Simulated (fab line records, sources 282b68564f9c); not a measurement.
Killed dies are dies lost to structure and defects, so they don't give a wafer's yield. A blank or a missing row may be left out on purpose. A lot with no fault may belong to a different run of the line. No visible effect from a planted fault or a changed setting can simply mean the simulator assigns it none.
fab line records :: flow ritCmos :: part 2 of 2: steps 34 to 48 of 48
[record]
  lots = 5
  wafers = 15
  lastDay = 6
route steps=202 shown GATE@79 FOX2@80 REOX@98 NLDD@103 PLDD@114 SPACER@125
lots that met no fault: taken from a fault-free run of the same line
startH: start of the lot's first displayed wafer, in hours after the record's first day :: waitH: how many hours have passed since the lot's step before this one :: " same as the row above :: L1.1+2: a single row standing in for several wafers :: - no value, or no start was given :: * or withheld: withheld :: < > ~ a bound
route shown NAME@n: a module of which the file shows steps, and the number in the route of the first :: usual: mean/standard deviation of fault-free wafers :: same: alike in all rows :: chamber/n: place in a boat :: sites: each site's reading :: _std_site: standard deviation of those values :: _edge_site: the outer-site mean with the inner-site mean subtracted :: radiusMm: for every site, how far away it sits from the centre of the wafer :: mask NAME#n: copy n :: behind: the tool/chamber that last shaped the wafer :: hold: reason for holding the lot/hours on hold/outcome of the hold :: device: the n, p or np transistor that did not switch :: end of line: tests of these same wafers at the route's end :: a step without rows: its recipe alone :: killed: dies that structure and defects cost at the first sort, which is not the same as the wafer's yield :: map: dies across one wafer; x = killed, . = not, _ = none there
set.NAME: the setting as run; set.NAME@STEP: as run at that earlier step :: model.NAME: the simulator's own value behind a step, which no gauge read
lots at some steps of the route; a table a step, a row a wafer
services: a tool's chamber out of use, with start hour (startH, from the record's first day; less than 0 if before it), hours out, and reason
[[steps]]
[step RIT_NLDD_STRIP_09]
[recipe]
  chemistry = O2
  timeS = 180
  resist = NOVOLAK
  platenTempC = withheld
  powerW = 500
  pressureMtorr = 4000
  o2FlowSccm = 4000
[usual]
  drypumpMotorCurrentA = 5.6/0.46
  rfReflPowerW = 7.1/1.6
lot.wafer: L075.1
tool: plasmaAsher-03
chamber: 1
startH: 51.22
waitH: 0.1
drypumpMotorCurrentA: 5.5
rfHoursCounterH: 28
rfReflPowerW: 9.1

lot.wafer: L075.2
tool: plasmaAsher-03
chamber: 0
startH: 51.22
waitH: 0.1
drypumpMotorCurrentA: 5.5
rfHoursCounterH: 28
rfReflPowerW: 9.2

lot.wafer: L075.3
tool: plasmaAsher-03
chamber: 0
startH: 51.22
waitH: 0.1
drypumpMotorCurrentA: 5.6
rfHoursCounterH: -
rfReflPowerW: 9.1

lot.wafer: L079.1
tool: plasmaAsher-01
chamber: 1
startH: 70.50
waitH: 0.1
drypumpMotorCurrentA: 5.0
rfHoursCounterH: 40
rfReflPowerW: 6.3

lot.wafer: L079.2
tool: plasmaAsher-01
chamber: 0
startH: 70.50
waitH: 0.1
drypumpMotorCurrentA: 6.5
rfHoursCounterH: 40
rfReflPowerW: 5.0

lot.wafer: L079.4
tool: plasmaAsher-01
chamber: 1
startH: 70.50
waitH: 0.1
drypumpMotorCurrentA: 5.0
rfHoursCounterH: -
rfReflPowerW: 6.4

lot.wafer: L078.3
tool: plasmaAsher-03
chamber: 1
startH: 70.52
waitH: 0.1
drypumpMotorCurrentA: 5.5
rfHoursCounterH: -
rfReflPowerW: 8.6

lot.wafer: L078.4
tool: plasmaAsher-03
chamber: 0
startH: 70.52
waitH: 0.1
drypumpMotorCurrentA: 5.5
rfHoursCounterH: -
rfReflPowerW: 8.7

lot.wafer: L078.6
tool: plasmaAsher-03
chamber: 0
startH: 70.52
waitH: 0.1
drypumpMotorCurrentA: 5.5
rfHoursCounterH: -
rfReflPowerW: 9.3

lot.wafer: L090.1
tool: plasmaAsher-04
chamber: 1
startH: 123.30
waitH: 0.1
drypumpMotorCurrentA: 5.3
rfHoursCounterH: 50
rfReflPowerW: 5.5

lot.wafer: L090.3
tool: plasmaAsher-04
chamber: 0
startH: 123.30
waitH: 0.1
drypumpMotorCurrentA: 6.0
rfHoursCounterH: -
rfReflPowerW: 7.0

lot.wafer: L090.4
tool: plasmaAsher-04
chamber: 1
startH: 123.30
waitH: 0.1
drypumpMotorCurrentA: 5.3
rfHoursCounterH: -
rfReflPowerW: 5.6

lot.wafer: L093.1
tool: plasmaAsher-03
chamber: 1
startH: 139.55
waitH: 0.1
drypumpMotorCurrentA: 5.4
rfHoursCounterH: 37
rfReflPowerW: 8.9

lot.wafer: L093.4
tool: plasmaAsher-03
chamber: 1
startH: 139.55
waitH: 0.1
drypumpMotorCurrentA: 5.5
rfHoursCounterH: -
rfReflPowerW: 8.4

lot.wafer: L093.5
tool: plasmaAsher-03
chamber: 1
startH: 139.55
waitH: 0.1
drypumpMotorCurrentA: 5.5
rfHoursCounterH: -
rfReflPowerW: 9.1
[step RIT_NLDD_TW_MEAS_10]
[usual]
  NLDD_TW = 2488/11
lot.wafer: L075.1
tool: filmMetro-02
chamber: -
startH: 51.40
waitH: 0.1
NLDD_TW: 2499

lot.wafer: L075.2
tool: filmMetro-02
chamber: -
startH: 51.40
waitH: 0.1
NLDD_TW: 2492

lot.wafer: L075.3
tool: filmMetro-02
chamber: -
startH: 51.40
waitH: 0.1
NLDD_TW: 2496

lot.wafer: L078.3
tool: filmMetro-04
chamber: -
startH: 70.66
waitH: 0.1
NLDD_TW: 2497

lot.wafer: L078.4
tool: filmMetro-04
chamber: -
startH: 70.66
waitH: 0.1
NLDD_TW: 2497

lot.wafer: L078.6
tool: filmMetro-04
chamber: -
startH: 70.66
waitH: 0.1
NLDD_TW: 2495

lot.wafer: L079.1
tool: filmMetro-02
chamber: -
startH: 70.67
waitH: 0.1
NLDD_TW: 2492

lot.wafer: L079.2
tool: filmMetro-02
chamber: -
startH: 70.67
waitH: 0.1
NLDD_TW: 2486

lot.wafer: L079.4
tool: filmMetro-02
chamber: -
startH: 70.67
waitH: 0.1
NLDD_TW: 2496

lot.wafer: L090.1
tool: filmMetro-04
chamber: -
startH: 123.47
waitH: 0.1
NLDD_TW: 2485

lot.wafer: L090.3
tool: filmMetro-04
chamber: -
startH: 123.47
waitH: 0.1
NLDD_TW: 2500

lot.wafer: L090.4
tool: filmMetro-04
chamber: -
startH: 123.47
waitH: 0.1
NLDD_TW: 2489

lot.wafer: L093.1
tool: filmMetro-02
chamber: -
startH: 139.72
waitH: 0.1
NLDD_TW: 2473

lot.wafer: L093.4
tool: filmMetro-02
chamber: -
startH: 139.72
waitH: 0.1
NLDD_TW: 2478

lot.wafer: L093.5
tool: filmMetro-02
chamber: -
startH: 139.72
waitH: 0.1
NLDD_TW: 2479
[step RIT_PLDD_HMDS_00]
[recipe]
  primeTimeS = 60
  primeTempC = 140
lot.wafer: L075.1+2+3
tool: lithoTrack-02
chamber: 0
startH: 51.60
waitH: 0.2

lot.wafer: L078.3+4+6
tool: lithoTrack-02
chamber: 0
startH: 70.78
waitH: 0.1

lot.wafer: L079.1+2+4
tool: lithoTrack-03
chamber: 0
startH: 70.89
waitH: 0.2

lot.wafer: L090.1+3+4
tool: lithoTrack-02
chamber: 0
startH: 123.53
waitH: 0.1

lot.wafer: L093.1+4+5
tool: lithoTrack-02
chamber: 0
startH: 139.78
waitH: 0.1
[step RIT_PLDD_COAT_01]
[recipe]
  resist = NOVOLAK
  spinRpm = 3250
  resistThkNm = 1000
lot.wafer: L075.1+2+3
tool: lithoTrack-02
chamber: 0
startH: 51.75
waitH: 0.1

lot.wafer: L078.3+4+6
tool: lithoTrack-02
chamber: 0
startH: 70.93
waitH: 0.1

lot.wafer: L079.1+2+4
tool: lithoTrack-03
chamber: 0
startH: 71.04
waitH: 0.1

lot.wafer: L090.1+3+4
tool: lithoTrack-02
chamber: 0
startH: 123.68
waitH: 0.1

lot.wafer: L093.1+4+5
tool: lithoTrack-02
chamber: 0
startH: 139.93
waitH: 0.1
[step RIT_PLDD_SOFTBAKE_02]
[recipe]
  resist = NOVOLAK
  tempC = 90
  timeS = 60
lot.wafer: L075.1+2+3
tool: lithoTrack-02
chamber: 0
startH: 51.90
waitH: 0.1

lot.wafer: L078.3+4+6
tool: lithoTrack-02
chamber: 0
startH: 71.08
waitH: 0.1

lot.wafer: L079.1+2+4
tool: lithoTrack-03
chamber: 0
startH: 71.19
waitH: 0.1

lot.wafer: L090.1+3+4
tool: lithoTrack-02
chamber: 0
startH: 123.83
waitH: 0.1

lot.wafer: L093.1+4+5
tool: lithoTrack-02
chamber: 0
startH: 140.08
waitH: 0.1
[step RIT_PLDD_EXPOSE_03]
[recipe]
  maskId = M8
  na = 0.57
  targetCdNm = 40900
  doseMj = 250
lot.wafer: L075.1+2+3
tool: ilineStepper-01
chamber: 0
startH: 52.11
waitH: 0.2
mask: M8#0

lot.wafer: L078.3+4+6
tool: ilineStepper-02
chamber: 0
startH: 71.34
waitH: 0.2
mask: M8#0

lot.wafer: L079.1+2+4
tool: ilineStepper-02
chamber: 0
startH: 71.42
waitH: 0.2
mask: M8#0

lot.wafer: L090.1+3+4
tool: ilineStepper-01
chamber: 0
startH: 123.98
waitH: 0.1
mask: M8#0

lot.wafer: L093.1+4+5
tool: ilineStepper-01
chamber: 0
startH: 140.23
waitH: 0.1
mask: M8#0
[step RIT_PLDD_PEB_04]
[recipe]
  resist = NOVOLAK
  tempC = withheld
  timeS = withheld
lot.wafer: L075.1+2+3
tool: lithoTrack-04
chamber: 0
startH: 52.23
waitH: 0.1

lot.wafer: L078.3+4+6
tool: lithoTrack-04
chamber: 0
startH: 71.61
waitH: 0.3

lot.wafer: L079.1+2+4
tool: lithoTrack-03
chamber: 0
startH: 71.63
waitH: 0.2

lot.wafer: L090.1+3+4
tool: lithoTrack-04
chamber: 0
startH: 124.10
waitH: 0.1

lot.wafer: L093.1+4+5
tool: lithoTrack-02
chamber: 0
startH: 140.35
waitH: 0.1
[step RIT_PLDD_DEVELOP_05]
[recipe]
  resist = NOVOLAK
  developTimeS = 50
  devTempC = 23
[same]
  developTimeS = 50
lot.wafer: L075.1+2+3
tool: lithoTrack-04
chamber: 0
startH: -
waitH: -

lot.wafer: L078.3+4+6
tool: lithoTrack-04
chamber: 0
startH: -
waitH: -

lot.wafer: L079.1+2+4
tool: lithoTrack-03
chamber: 0
startH: -
waitH: -

lot.wafer: L090.1+3+4
tool: lithoTrack-04
chamber: 0
startH: -
waitH: -

lot.wafer: L093.1+4+5
tool: lithoTrack-02
chamber: 0
startH: -
waitH: -
[step RIT_PLDD_OVL_MEAS_06]
[usual]
  PLDD_OVL = 0.2/1.1
lot.wafer: L075.1
tool: overlay-02
chamber: -
startH: 52.51
waitH: -
PLDD_OVL[nm]: 0.3

lot.wafer: L075.2
tool: overlay-02
chamber: -
startH: 52.51
waitH: -
PLDD_OVL[nm]: 1.3

lot.wafer: L075.3
tool: overlay-02
chamber: -
startH: 52.51
waitH: -
PLDD_OVL[nm]: 0.4

lot.wafer: L078.3
tool: overlay-01
chamber: -
startH: 71.86
waitH: -
PLDD_OVL[nm]: 0.1

lot.wafer: L078.4
tool: overlay-01
chamber: -
startH: 71.86
waitH: -
PLDD_OVL[nm]: 0.0

lot.wafer: L078.6
tool: overlay-01
chamber: -
startH: 71.86
waitH: -
PLDD_OVL[nm]: -1.5

lot.wafer: L079.1
tool: overlay-01
chamber: -
startH: 71.91
waitH: -
PLDD_OVL[nm]: 0.0

lot.wafer: L079.2
tool: overlay-01
chamber: -
startH: 71.91
waitH: -
PLDD_OVL[nm]: 0.5

lot.wafer: L079.4
tool: overlay-01
chamber: -
startH: 71.91
waitH: -
PLDD_OVL[nm]: -0.7

lot.wafer: L090.1
tool: overlay-01
chamber: -
startH: 124.38
waitH: -
PLDD_OVL[nm]: -1.9

lot.wafer: L090.3
tool: overlay-01
chamber: -
startH: 124.38
waitH: -
PLDD_OVL[nm]: 0.9

lot.wafer: L090.4
tool: overlay-01
chamber: -
startH: 124.38
waitH: -
PLDD_OVL[nm]: 0.1

lot.wafer: L093.1
tool: overlay-01
chamber: -
startH: 140.63
waitH: -
PLDD_OVL[nm]: -0.7

lot.wafer: L093.4
tool: overlay-01
chamber: -
startH: 140.63
waitH: -
PLDD_OVL[nm]: 1.6

lot.wafer: L093.5
tool: overlay-01
chamber: -
startH: 140.63
waitH: -
PLDD_OVL[nm]: 2.7
[step RIT_PLDD_HARDBAKE_07]
[recipe]
  resist = NOVOLAK
  tempC = 140
  timeS = 60
lot.wafer: L075.1+2+3
tool: lithoTrack-03
chamber: 0
startH: 52.54
waitH: 0.0

lot.wafer: L078.3+4+6
tool: lithoTrack-04
chamber: 0
startH: 71.93
waitH: 0.1

lot.wafer: L079.1+2+4
tool: lithoTrack-02
chamber: 0
startH: 71.97
waitH: 0.1

lot.wafer: L090.1+3+4
tool: lithoTrack-03
chamber: 0
startH: 124.42
waitH: 0.0

lot.wafer: L093.1+4+5
tool: lithoTrack-04
chamber: 0
startH: 140.67
waitH: 0.0
[step RIT_PLDD_IMPLANT_08]
[recipe]
  species = BF2
  energyKev = 20
  doseCm2 = 9e+14
  tiltDeg = 7
lot.wafer: L075.1+2+3
tool: implanter-04
chamber: 0
startH: 52.69
waitH: 0.1

lot.wafer: L078.3+4+6
tool: implanter-02
chamber: 0
startH: 72.08
waitH: 0.1

lot.wafer: L079.1+2+4
tool: implanter-01
chamber: 0
startH: 72.12
waitH: 0.1

lot.wafer: L090.1+3+4
tool: implanter-04
chamber: 0
startH: 124.57
waitH: 0.1

lot.wafer: L093.1+4+5
tool: implanter-02
chamber: 0
startH: 140.82
waitH: 0.1
[step RIT_PLDD_STRIP_09]
[recipe]
  chemistry = O2
  timeS = 180
  resist = NOVOLAK
  platenTempC = withheld
  powerW = 500
  pressureMtorr = 4000
  o2FlowSccm = 4000
[usual]
  drypumpMotorCurrentA = 5.6/0.36
  rfReflPowerW = 7.1/1.5
lot.wafer: L075.1
tool: plasmaAsher-04
chamber: 0
startH: 52.84
waitH: 0.1
drypumpMotorCurrentA: 6.0
rfHoursCounterH: 42
rfReflPowerW: 6.8

lot.wafer: L075.2
tool: plasmaAsher-04
chamber: 1
startH: 52.84
waitH: 0.1
drypumpMotorCurrentA: 5.3
rfHoursCounterH: 42
rfReflPowerW: 5.5

lot.wafer: L075.3
tool: plasmaAsher-04
chamber: 0
startH: 52.84
waitH: 0.1
drypumpMotorCurrentA: 6.0
rfHoursCounterH: -
rfReflPowerW: 6.6

lot.wafer: L078.3
tool: plasmaAsher-03
chamber: 0
startH: 72.24
waitH: 0.1
drypumpMotorCurrentA: 5.5
rfHoursCounterH: -
rfReflPowerW: 8.5

lot.wafer: L078.4
tool: plasmaAsher-03
chamber: 1
startH: 72.24
waitH: 0.1
drypumpMotorCurrentA: 5.5
rfHoursCounterH: -
rfReflPowerW: 9.0

lot.wafer: L078.6
tool: plasmaAsher-03
chamber: 0
startH: 72.24
waitH: 0.1
drypumpMotorCurrentA: 5.5
rfHoursCounterH: -
rfReflPowerW: 9.1

lot.wafer: L079.1
tool: plasmaAsher-04
chamber: 1
startH: 72.27
waitH: 0.1
drypumpMotorCurrentA: 5.3
rfHoursCounterH: 44
rfReflPowerW: 5.5

lot.wafer: L079.2
tool: plasmaAsher-04
chamber: 0
startH: 72.27
waitH: 0.1
drypumpMotorCurrentA: 6.0
rfHoursCounterH: 44
rfReflPowerW: 6.6

lot.wafer: L079.4
tool: plasmaAsher-04
chamber: 1
startH: 72.27
waitH: 0.1
drypumpMotorCurrentA: 5.3
rfHoursCounterH: -
rfReflPowerW: 5.5

lot.wafer: L090.1
tool: plasmaAsher-02
chamber: 0
startH: 124.72
waitH: 0.1
drypumpMotorCurrentA: 6.3
rfHoursCounterH: 1
rfReflPowerW: 5.5

lot.wafer: L090.3
tool: plasmaAsher-02
chamber: 1
startH: 124.72
waitH: 0.1
drypumpMotorCurrentA: 4.9
rfHoursCounterH: -
rfReflPowerW: 6.0

lot.wafer: L090.4
tool: plasmaAsher-02
chamber: 0
startH: 124.72
waitH: 0.1
drypumpMotorCurrentA: 6.2
rfHoursCounterH: -
rfReflPowerW: 5.4

lot.wafer: L093.1
tool: plasmaAsher-03
chamber: 0
startH: 140.97
waitH: 0.1
drypumpMotorCurrentA: 5.5
rfHoursCounterH: 37
rfReflPowerW: 9.0

lot.wafer: L093.4
tool: plasmaAsher-03
chamber: 0
startH: 140.97
waitH: 0.1
drypumpMotorCurrentA: 5.5
rfHoursCounterH: -
rfReflPowerW: 9.4

lot.wafer: L093.5
tool: plasmaAsher-03
chamber: 0
startH: 140.97
waitH: 0.1
drypumpMotorCurrentA: 5.6
rfHoursCounterH: -
rfReflPowerW: 9.0
[step RIT_PLDD_TW_MEAS_10]
[usual]
  PLDD_TW = 2344/11
lot.wafer: L075.1
tool: filmMetro-04
chamber: -
startH: 53.02
waitH: 0.1
PLDD_TW: 2361

lot.wafer: L075.2
tool: filmMetro-04
chamber: -
startH: 53.02
waitH: 0.1
PLDD_TW: 2356

lot.wafer: L075.3
tool: filmMetro-04
chamber: -
startH: 53.02
waitH: 0.1
PLDD_TW: 2357

lot.wafer: L078.3
tool: filmMetro-03
chamber: -
startH: 72.38
waitH: 0.1
PLDD_TW: 2337

lot.wafer: L078.4
tool: filmMetro-03
chamber: -
startH: 72.38
waitH: 0.1
PLDD_TW: 2342

lot.wafer: L078.6
tool: filmMetro-03
chamber: -
startH: 72.38
waitH: 0.1
PLDD_TW: 2350

lot.wafer: L079.1
tool: filmMetro-02
chamber: -
startH: 72.45
waitH: 0.1
PLDD_TW: 2333

lot.wafer: L079.2
tool: filmMetro-02
chamber: -
startH: 72.45
waitH: 0.1
PLDD_TW: 2325

lot.wafer: L079.4
tool: filmMetro-02
chamber: -
startH: 72.45
waitH: 0.1
PLDD_TW: 2343

lot.wafer: L090.1
tool: filmMetro-03
chamber: -
startH: 124.89
waitH: 0.1
PLDD_TW: 2322

lot.wafer: L090.3
tool: filmMetro-03
chamber: -
startH: 124.89
waitH: 0.1
PLDD_TW: 2333

lot.wafer: L090.4
tool: filmMetro-03
chamber: -
startH: 124.89
waitH: 0.1
PLDD_TW: 2328

lot.wafer: L093.1
tool: filmMetro-04
chamber: -
startH: 141.14
waitH: 0.1
PLDD_TW: 2356

lot.wafer: L093.4
tool: filmMetro-04
chamber: -
startH: 141.14
waitH: 0.1
PLDD_TW: 2351

lot.wafer: L093.5
tool: filmMetro-04
chamber: -
startH: 141.14
waitH: 0.1
PLDD_TW: 2352
[step RIT_SPACER_CLEAN_00]
[recipe]
  chemistry = SC1
  mix = 3:3:50
  timeS = 600
  tempC = 75
[usual]
  bathHeatDutyPct = 15.0/1.2
lot.wafer: L075.1
tool: wetBench-04
chamber: 2
startH: 53.08
waitH: 0.1
bathHeatDutyPct: 13.8

lot.wafer: L075.2
tool: wetBench-04
chamber: 2
startH: 53.08
waitH: 0.1
bathHeatDutyPct: 12.6

lot.wafer: L075.3
tool: wetBench-04
chamber: 2
startH: 53.08
waitH: 0.1
bathHeatDutyPct: 13.0

lot.wafer: L078.3
tool: wetBench-04
chamber: 1
startH: 72.42
waitH: 0.0
bathHeatDutyPct: 14.6

lot.wafer: L078.4
tool: wetBench-04
chamber: 1
startH: 72.42
waitH: 0.0
bathHeatDutyPct: 15.2

lot.wafer: L078.6
tool: wetBench-04
chamber: 1
startH: 72.42
waitH: 0.0
bathHeatDutyPct: 15.2

lot.wafer: L079.1
tool: wetBench-03
chamber: 3
startH: 72.51
waitH: 0.1
bathHeatDutyPct: 15.4

lot.wafer: L079.2
tool: wetBench-03
chamber: 3
startH: 72.51
waitH: 0.1
bathHeatDutyPct: 14.2

lot.wafer: L079.4
tool: wetBench-03
chamber: 3
startH: 72.51
waitH: 0.1
bathHeatDutyPct: 15.1

lot.wafer: L090.1
tool: wetBench-03
chamber: 1
startH: 124.95
waitH: 0.1
bathHeatDutyPct: 17.9

lot.wafer: L090.3
tool: wetBench-03
chamber: 1
startH: 124.95
waitH: 0.1
bathHeatDutyPct: 18.1

lot.wafer: L090.4
tool: wetBench-03
chamber: 1
startH: 124.95
waitH: 0.1
bathHeatDutyPct: 17.9

lot.wafer: L093.1
tool: wetBench-03
chamber: 0
startH: 141.20
waitH: 0.1
bathHeatDutyPct: 11.7

lot.wafer: L093.4
tool: wetBench-03
chamber: 0
startH: 141.20
waitH: 0.1
bathHeatDutyPct: 12.3

lot.wafer: L093.5
tool: wetBench-03
chamber: 0
startH: 141.20
waitH: 0.1
bathHeatDutyPct: 13.3
[step RIT_SPACER_CLEAN_01]
[recipe]
  chemistry = dHF
  dilution = 50:1
  timeS = 30
lot.wafer: L075.1+2+3
tool: wetBench-04
chamber: 0
startH: 53.25
waitH: 0.0

lot.wafer: L078.3+4+6
tool: wetBench-01
chamber: 3
startH: 72.59
waitH: 0.0

lot.wafer: L079.1+2+4
tool: wetBench-01
chamber: 1
startH: 72.70
waitH: 0.0

lot.wafer: L090.1+3+4
tool: wetBench-04
chamber: 3
startH: 125.13
waitH: 0.0

lot.wafer: L093.1+4+5
tool: wetBench-04
chamber: 0
startH: 141.38
waitH: 0.0
[[services]]
tool: implanter-02
chamber: -
startH: 22.78
hours: 11.7
kind: repair

tool: implanter-03
chamber: -
startH: 30.22
hours: 1.1
kind: repair

tool: implanter-04
chamber: -
startH: 36.00
hours: 7.4
kind: repair

tool: furnace-01
chamber: -
startH: 36.99
hours: 2.8
kind: pm

tool: implanter-01
chamber: -
startH: 38.01
hours: 2.9
kind: repair

tool: ilineStepper-02
chamber: -
startH: 39.74
hours: 16.8
kind: repair

tool: wetBench-02
chamber: -
startH: 43.25
hours: 4.5
kind: repair

tool: wetBench-01
chamber: -
startH: 43.87
hours: 2.8
kind: repair

tool: ilineStepper-02
chamber: -
startH: 56.49
hours: 8.9
kind: pm

tool: wetBench-02
chamber: -
startH: 75.96
hours: 1.9
kind: pm

tool: implanter-03
chamber: -
startH: 79.07
hours: 1.1
kind: repair

tool: plasmaAsher-02
chamber: -
startH: 80.01
hours: 1.5
kind: repair

tool: ilineStepper-01
chamber: -
startH: 98.45
hours: 4.4
kind: pm

tool: plasmaAsher-04
chamber: -
startH: 99.22
hours: 2.8
kind: pm

tool: plasmaAsher-02
chamber: -
startH: 108.75
hours: 9.0
kind: pm

tool: implanter-01
chamber: -
startH: 108.82
hours: 1.0
kind: repair

tool: implanter-01
chamber: -
startH: 113.45
hours: 3.3
kind: repair

tool: plasmaAsher-03
chamber: -
startH: 114.53
hours: 2.8
kind: pm

tool: implanter-04
chamber: -
startH: 117.52
hours: 5.8
kind: repair

tool: implanter-01
chamber: -
startH: 124.49
hours: 5.1
kind: repair

tool: furnace-04
chamber: -
startH: 127.04
hours: 3.1
kind: pm

tool: plasmaAsher-02
chamber: -
startH: 137.37
hours: 1.0
kind: repair

tool: implanter-01
chamber: -
startH: 140.37
hours: 3.2
kind: repair

tool: plasmaAsher-01
chamber: -
startH: 140.96
hours: 4.8
kind: repair
